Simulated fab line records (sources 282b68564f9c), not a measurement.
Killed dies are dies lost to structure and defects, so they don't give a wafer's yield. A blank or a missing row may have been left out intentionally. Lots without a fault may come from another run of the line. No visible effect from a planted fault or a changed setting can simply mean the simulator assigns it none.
Matching of chambers	flow rit cmos	3 sister chambers for RIT_CONTACT_CVD_00 on pecvd-03
The step deposits SiO2 from TEOS, target thk 400 nm, time 61 s. 6 wafers are shown with their chamber, then 7 later ones without.

EACH WAFER AND ITS CHAMBER
wafer	chamber	heater power w (W)
L487.3	2	427
L487.4	2	431
L500.4	1	258
L500.5	0	335
L503.2	0	332
L503.3	1	269

WAFERS WITH NO CHAMBER GIVEN
wafer	heater power w (W)
L503.5	438
L506.2	431
L506.4	336
L506.5	241
L509.3	206
L509.5	223
L509.6	354

WHICH CHAMBER EACH WENT THROUGH
wafer	from the rows above	in truth
L503.5	2	2
L506.2	2	2
L506.4	0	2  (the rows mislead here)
L506.5	1	1
L509.3	1	1
L509.5	1	1
L509.6	0	0
Placed correctly: 6 of 7. From these rows, 0 cannot be placed. Wrongly placed: 1.
How it was worked out, from the rows above alone: a wafer's distance from a chamber is the root of the sum, over the readings, of the square of ((its reading less the chamber's mean) divided by the reading's scatter). The wafer belongs to the nearest chamber; if the next one is less than 2 further off, it can't be placed. A chamber's mean is the mean of its shown wafers. How the scatter is found: for the shown wafers, subtract from each reading the mean of its chamber, square and add these, divide the total by (wafers less chambers), then take the root.
